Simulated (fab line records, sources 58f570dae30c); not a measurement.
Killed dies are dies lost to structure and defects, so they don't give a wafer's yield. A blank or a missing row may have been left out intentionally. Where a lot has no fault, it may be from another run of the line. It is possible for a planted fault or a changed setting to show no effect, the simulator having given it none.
Which of the tools did it? -- flow berkeley_cmos170 -- 15 lots, 45 wafers sampled, at 6 steps of a route of 331

WHAT THE GAUGES READ, wafer by wafer
UCB170_GATE_OVL_MEAS_13. Usual: GATE_OVL gives -1 nm (standard deviation 6.1).
lot,measured,on,GATE_OVL (nm),flag
L265,day 7 10:25,overlay-01,6 7 8,
L264,day 7 10:29,overlay-02,9 0 7,
L269,day 9 01:18,overlay-02,4 -3 5,
L271,day 9 01:34,overlay-01,-11 -15 -13,
L268,day 9 01:44,overlay-01,13 -1 6,
L270,day 9 01:50,overlay-02,0 2 11,
L273,day 9 11:53,overlay-01,2 -3 -1,
L272,day 9 12:22,overlay-02,10 7 4,
L275,day 9 20:20,overlay-02,-2 8 -7,
L274,day 9 20:37,overlay-02,-5 -7 -7,
L277,day 10 10:58,overlay-02,3 -2 -9,
L283,day 11 22:15,overlay-02,-1 -1 1,
L286,day 11 22:29,overlay-01,-12 -7 -8,
L285,day 11 22:46,overlay-01,6 3 9,
L287,day 11 22:53,overlay-02,2 -1 1,

UCB170_PLDD_TW_MEAS_11. Usual: PLDD_TW gives 1011 (standard deviation 7.1).
lot,measured,on,PLDD_TW,flag
L265,day 7 13:06,film_metro-02,1003 1001 1001,
L264,day 7 13:15,film_metro-03,1013 1012 1019,
L269,day 9 06:11,film_metro-01,1016 1014 1012,
L271,day 9 06:41,film_metro-02,1001 997 995,
L268,day 9 06:44,film_metro-01,1005 1012 1015,
L270,day 9 06:30,film_metro-03,1018 1014 1018,
L273,day 9 13:57,film_metro-01,1008 1008 1010,
L272,day 9 14:24,film_metro-03,1022 1014 1019,
L275,day 9 22:26,film_metro-02,1000 999 1003,
L274,day 9 22:43,film_metro-03,1020 1017 1015,
L277,day 10 13:04,film_metro-03,1013 1011 1011,
L283,day 12 00:32,film_metro-03,1016 1022 1014,
L286,day 12 00:48,film_metro-01,1027 1024 1016,
L285,day 12 01:32,film_metro-03,1020 1021 1018,
L287,day 12 01:55,film_metro-03,1017 1018 1016,

UCB170_NLDD_TW_MEAS_11. Usual: NLDD_TW gives 2216 (standard deviation 17).
lot,measured,on,NLDD_TW,flag
L265,day 7 15:00,film_metro-03,2222 2214 2232,
L264,day 7 15:58,film_metro-03,2227 2236 2211,
L269,day 9 08:03,film_metro-02,2200 2178 2197,
L271,day 9 08:30,film_metro-02,2192 2192 2191,
L268,day 9 08:37,film_metro-03,2235 2236 2239,
L270,day 9 08:16,film_metro-03,2238 2225 2240,
L273,day 9 17:55,film_metro-02,2048 2040 2044,OFF
L272,day 9 17:43,film_metro-02,2187 2184 2202,
L275,day 10 00:20,film_metro-01,2077 2078 2067,OFF
L274,day 10 00:37,film_metro-03,2215 2222 2220,
L277,day 10 14:57,film_metro-02,2047 2049 2046,OFF
L283,day 12 02:27,film_metro-03,2240 2237 2234,
L286,day 12 03:36,film_metro-01,2238 2232 2237,
L285,day 12 04:10,film_metro-02,2198 2183 2194,
L287,day 12 04:52,film_metro-03,2229 2225 2227,

UCB170_PSD_CD_MEAS_06: the cd target is 1200 nm. Usual: cd_nm reads 1199.5 nm (standard deviation 1.5).
lot,measured,on,cd_nm (nm),flag
L265,day 7 22:00,cd_sem-02,1198.8 1198.9 1198.8,
L264,day 7 22:18,cd_sem-02,1199.2 1200.2 1197.9,
L269,day 9 17:41,cd_sem-02,1198.0 1196.5 1198.1,
L271,day 9 17:21,cd_sem-01,1203.1 1202.5 1203.6,
L268,day 9 17:38,cd_sem-01,1200.0 1197.9 1199.8,
L270,day 9 17:28,cd_sem-01,1197.4 1198.1 1199.3,
L273,day 9 23:32,cd_sem-01,1199.9 1199.8 1199.1,
L272,day 9 23:16,cd_sem-02,1199.5 1200.0 1200.9,
L275,day 10 09:01,cd_sem-02,1199.6 1199.5 1198.8,
L274,day 10 09:16,cd_sem-01,1200.2 1199.3 1200.1,
L277,day 11 00:16,cd_sem-01,1200.8 1199.8 1202.0,
L283,day 12 10:52,cd_sem-01,1195.9 1197.2 1194.9,
L286,day 12 14:56,cd_sem-02,1200.0 1199.5 1200.8,
L285,day 12 14:40,cd_sem-01,1201.2 1200.1 1199.5,
L287,day 12 14:41,cd_sem-02,1201.3 1201.1 1200.4,

UCB170_SDANNEAL_RS_MEAS_05: uses a four-point probe to measure. Usual: NLDD_RS gives 616.4 ohm/sq (standard deviation 1.5).
lot,measured,on,NLDD_RS (ohm/sq),flag
L265,day 8 03:46,film_metro-03,617.2 616.4 615.6,
L264,day 8 04:32,film_metro-01,616.7 616.5 616.0,
L269,day 9 21:58,film_metro-02,615.6 616.4 617.0,
L271,day 9 21:01,film_metro-03,614.9 615.4 615.4,
L268,day 9 21:29,film_metro-01,616.2 617.1 616.0,
L270,day 9 21:19,film_metro-02,616.6 617.2 616.3,
L273,day 10 03:21,film_metro-03,729.9 731.3 730.6,OFF
L272,day 10 02:53,film_metro-01,616.3 618.9 618.4,
L275,day 10 12:43,film_metro-03,730.1 727.5 727.8,OFF
L274,day 10 12:54,film_metro-01,618.3 617.9 618.0,
L277,day 11 06:32,film_metro-01,729.6 727.5 729.6,OFF
L283,day 12 16:39,film_metro-02,615.1 613.9 615.6,
L286,day 12 19:50,film_metro-02,616.8 614.8 615.9,
L285,day 12 19:26,film_metro-03,615.8 616.4 615.6,
L287,day 12 20:06,film_metro-03,614.4 616.1 614.6,

WHICH TOOL RAN EACH LOT (tool, then ch and the chambers of the sampled wafers, then the start)
lot,UCB170_NLDD_IMPLANT_09
L265,"implanter-03 ch 0, day 7 14:45"
L264,"implanter-04 ch 0, day 7 15:36"
L269,"implanter-01 ch 0, day 9 07:50"
L271,"implanter-01 ch 0, day 9 08:15"
L268,"implanter-03 ch 0, day 9 08:22"
L270,"implanter-03 ch 0, day 9 08:01"
L273,"implanter-01 ch 0, day 9 17:41"
L272,"implanter-04 ch 0, day 9 17:28"
L275,"implanter-01 ch 0, day 10 00:05"
L274,"implanter-03 ch 0, day 10 00:22"
L277,"implanter-01 ch 0, day 10 14:43"
L283,"implanter-04 ch 0, day 12 02:14"
L286,"implanter-04 ch 0, day 12 03:21"
L285,"implanter-03 ch 0, day 12 03:57"
L287,"implanter-04 ch 0, day 12 04:37"
- UCB170_NLDD_IMPLANT_09

WHAT THE TOOLS THEMSELVES READ (means of the sampled wafers that have a number; where no wafer has one, the mark that the record gives instead)
UCB170_NLDD_IMPLANT_09. Usual: dose_ions_cm2 4.999e+13, standard deviation 5.4e+10; faraday_current_uA 159, standard deviation 3.4.
lot,tool,dose_ions_cm2,faraday_current_uA,flag
L265,implanter-03,4.998e+13,159,
L264,implanter-04,5.001e+13,155,
L269,implanter-01,4.994e+13,159,
L271,implanter-01,4.995e+13,162,
L268,implanter-03,5.003e+13,158,
L270,implanter-03,4.998e+13,160,
L273,implanter-01,2.749e+13,87,OFF
L272,implanter-04,5.002e+13,158,
L275,implanter-01,2.758e+13,86,OFF
L274,implanter-03,4.997e+13,158,
L277,implanter-01,2.747e+13,88,OFF
L283,implanter-04,5.001e+13,157,
L286,implanter-04,4.995e+13,155,
L285,implanter-03,5.001e+13,159,
L287,implanter-04,4.998e+13,159,

THE ANSWER, worked out from the rows above alone
Rule: take the mean of a lot's wafers that have a number; if it is more than 3 standard deviations from the usual mean, the lot is off. A lot without any number at a reading at which 4 lots or more have one is off too. The other lots that the step has rows for count as sound. After the gauges, taken in route order, come the tools' own readings; for these a lot's mean is taken, as printed above. At the first step where some lot is off, the reading lying furthest off is the one used; lots without a number count as furthest.
Off: L273, L275, L277, seen at UCB170_NLDD_TW_MEAS_11 (NLDD_TW).
A tool fits if, at a process step before that reading, it ran every lot that is off, and no sound lot after the first of them. Not tried: the gauges at UCB170_NLDD_TW_MEAS_11; whatever is off there is also off at UCB170_NLDD_IMPLANT_09, on other tools, and gauge error can't account for it. One candidate fits, namely implanter-01 at UCB170_NLDD_IMPLANT_09. A fault onset in the window from L271 (day 9 08:15, its last sound lot) to L273 (day 9 17:41, its first lot off) fits.
The tool's own readings at UCB170_NLDD_IMPLANT_09 bear it out: on the lots that are off they differ by more than 5 times the standard deviation of the sound lots' means. dose_ions_cm2 reads 2.751e+13 there against 4.999e+13 on the sound lots; faraday_current_uA reads 87 there against 158 on the sound lots.

WHAT WAS PUT IN BY THE SIMULATOR
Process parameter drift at UCB170_NLDD_IMPLANT_09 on implanter-01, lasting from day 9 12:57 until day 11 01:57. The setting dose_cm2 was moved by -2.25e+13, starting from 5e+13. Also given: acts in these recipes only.
Shown lots that were struck: L273, L275, L277. The same result came from the rule above.
